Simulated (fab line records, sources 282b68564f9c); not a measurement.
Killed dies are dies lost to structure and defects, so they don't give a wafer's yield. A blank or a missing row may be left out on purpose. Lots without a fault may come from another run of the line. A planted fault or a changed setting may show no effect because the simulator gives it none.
fab line records | flow rit_cmos
record lots=5 wafers=15 last_day=8
route steps=202 shown NWELL@30 PWELL@39
lots that met no fault: from a run of the same line without faults
start_h: hours from the record's first day to the start of the lot's first wafer shown | wait_h: hours since the lot's step before | " the same as in the row above | L1.1+2: a row that stands for several wafers | - no value, or no start given | * or withheld: withheld | < > ~ a bound
route shown NAME@n: a module of which the file shows steps, and the number in the route of the first | usual: mean/standard deviation of fault-free wafers | same: alike in all rows | chamber/n: place in a boat | sites: the reading at each site | _std_site: their standard deviation | _edge_site: outer sites' mean less inner sites' | radius_mm: how far each site lies from the wafer's centre | mask NAME#n: copy n | behind: the tool/chamber that last shaped the wafer | hold: why the lot was held/for how many hours/how that ended | device: the transistor (n, p or np) that didn't switch | end of line: the same wafers' tests at the end of the route | a step without rows: its recipe alone | killed: dies lost to structure and defects at the first sort, not the wafer's yield | map: a wafer's dies, x killed, . not, _ none there
set.NAME: the setting as run; set.NAME@STEP: as run at that earlier step | model.NAME: the simulator's own value behind a step, which no gauge read
lots at some steps of the route; a table a step, a row a wafer
services: from which hour (start_h, from the record's first day; less than 0 if before it) a tool's chamber was out of use, for how many hours, and why
## steps
# step RIT_NWELL_SOFTBAKE_02
# recipe resist=NOVOLAK temp_c=90 time_s=60
# step RIT_NWELL_EXPOSE_03
# recipe mask_id=M2 na=0.57 target_cd_nm=43900 dose_mj=250
# step RIT_NWELL_PEB_04
# recipe resist=NOVOLAK temp_c=withheld time_s=withheld
# step RIT_NWELL_DEVELOP_05
# recipe resist=NOVOLAK develop_time_s=68 dev_temp_c=23
# step RIT_NWELL_OVL_MEAS_06
# usual NWELL_OVL=-0.5/1.2
# columns lot.wafer tool chamber start_h wait_h NWELL_OVL[nm]
L522.1 overlay-02 - 46.14 - -0.3
L522.2 " - " " 0.2
L522.5 " - " " -1.7
L526.2 overlay-01 - 68.57 - -2.1
L526.3 " - " " -0.7
L526.4 " - " " -1.6
L528.1 overlay-02 - 76.16 - -2.9
L528.3 " - " " -0.5
L528.4 " - " " 0.4
L534.2 overlay-01 - 103.90 - 0.1
L534.3 " - " " 0.0
L534.6 " - " " -0.9
L540.1 overlay-02 - 140.60 - -1.7
L540.4 " - " " -1.8
L540.6 " - " " -1.4
# step RIT_NWELL_HARDBAKE_07
# recipe resist=NOVOLAK temp_c=140 time_s=120
# step RIT_NWELL_IMPLANT_08
# recipe species=P energy_kev=172.6 dose_cm2=5e+13 tilt_deg=7
# step RIT_NWELL_STRIP_09
# recipe chemistry=O2 time_s=180 resist=NOVOLAK platen_temp_c=withheld power_w=500 pressure_mtorr=4000 o2_flow_sccm=4000
# usual drypump_motor_current_A=5.8/0.41
# columns lot.wafer tool chamber start_h wait_h drypump_motor_current_A rf_hours_counter_h
L522.1 plasma_asher-03 0 46.58 0.1 6.1 25
L522.2 " 1 " " 5.4 25
L522.5 " 0 " " 6.1 -
L526.2 plasma_asher-04 1 69.00 0.1 6.2 44
L526.3 " 0 " " 5.1 -
L526.4 " 1 " " 6.2 -
L528.1 plasma_asher-03 1 76.60 0.1 5.4 28
L528.3 " 1 " " 5.4 -
L528.4 " 0 " " 6.2 -
L534.2 plasma_asher-02 1 104.33 0.1 6.1 44
L534.3 " 1 " " 6.2 -
L534.6 " 0 " " 6.0 -
L540.1 plasma_asher-03 1 141.04 0.1 5.4 35
L540.4 " 1 " " 5.4 -
L540.6 " 1 " " 5.4 -
# step RIT_NWELL_TW_MEAS_10
# usual NWELL_TW=2160/19
# columns lot.wafer tool chamber start_h wait_h NWELL_TW
L522.1 film_metro-04 - 46.75 0.1 2180
L522.2 " - " " 2182
L522.5 " - " " 2167
L526.2 film_metro-01 - 69.18 0.1 2147
L526.3 " - " " 2134
L526.4 " - " " 2139
L528.1 film_metro-02 - 76.77 0.1 2139
L528.3 " - " " 2153
L528.4 " - " " 2151
L534.2 film_metro-04 - 104.51 0.1 2181
L534.3 " - " " 2166
L534.6 " - " " 2180
L540.1 film_metro-04 - 141.21 0.1 2176
L540.4 " - " " 2178
L540.6 " - " " 2194
# step RIT_PWELL_HMDS_00
# recipe prime_time_s=60 prime_temp_c=140
# step RIT_PWELL_COAT_01
# recipe resist=NOVOLAK spin_rpm=2000 resist_thk_nm=1300
# step RIT_PWELL_SOFTBAKE_02
# recipe resist=NOVOLAK temp_c=90 time_s=60
# step RIT_PWELL_EXPOSE_03
# recipe mask_id=M3 na=0.57 target_cd_nm=43700 dose_mj=250
# usual stage_vel_mm_s=499.95/0.26
# columns lot.wafer tool chamber start_h wait_h mask stage_vel_mm_s
L522.1 iline_stepper-02 0 47.26 0.1 M3#0 499.85
L522.2 " 0 " " M3#0 499.55
L522.5 " 0 " " M3#0 499.77
L526.2 iline_stepper-01 0 69.70 0.1 M3#0 499.74
L526.3 " 0 " " M3#0 499.87
L526.4 " 0 " " M3#0 500.21
L528.1 iline_stepper-01 0 77.41 0.2 M3_R1#0 500.09
L528.3 " 0 " " M3_R1#0 499.88
L528.4 " 0 " " M3_R1#0 499.78
L534.2 iline_stepper-02 0 105.03 0.1 M3#0 499.94
L534.3 " 0 " " M3#0 499.73
L534.6 " 0 " " M3#0 499.80
L540.1 iline_stepper-02 0 141.77 0.1 M3#0 499.56
L540.4 " 0 " " M3#0 499.95
L540.6 " 0 " " M3#0 499.86
# step RIT_PWELL_PEB_04
# recipe resist=NOVOLAK temp_c=withheld time_s=withheld
## services
# columns tool chamber start_h hours kind
plasma_asher-02 - 34.74 1.7 repair
iline_stepper-01 0 51.91 - calibration
plasma_asher-02 - 68.80 1.6 repair
iline_stepper-01 - 71.45 5.4 repair
iline_stepper-02 - 90.61 1.7 pm
plasma_asher-03 - 103.58 2.8 pm
plasma_asher-02 - 108.75 9.0 pm
plasma_asher-02 0 108.75 9.0 vent_cycle
plasma_asher-02 1 108.75 9.0 vent_cycle
plasma_asher-02 0 117.75 - clean
plasma_asher-02 1 117.75 - clean
iline_stepper-02 0 137.05 - calibration
## key
first_sign step=RIT_PWELL_EXPOSE_03 reading=mask direction=changed
effect none on later readings
met_at RIT_PWELL_EXPOSE_03
struck_wafers L528.1,L528.3,L528.4
tester_left_out L528
onset_between 69.70 77.41
fault kind=wrong_mask tool=any chamber=- onset_h=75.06 steps=RIT_PWELL_EXPOSE_03 aux_copy=M3_R1#0 cd_offset_nm=-350 scope=struck_lots_only
# tester_left_out: of these lots the tester's yield and bins aren't shown, on N5 and GAA mostly nor the transistor test; their killed dies are dies lost to structure and defects alone, not to doping, threshold or leakage, so they don't give the yield
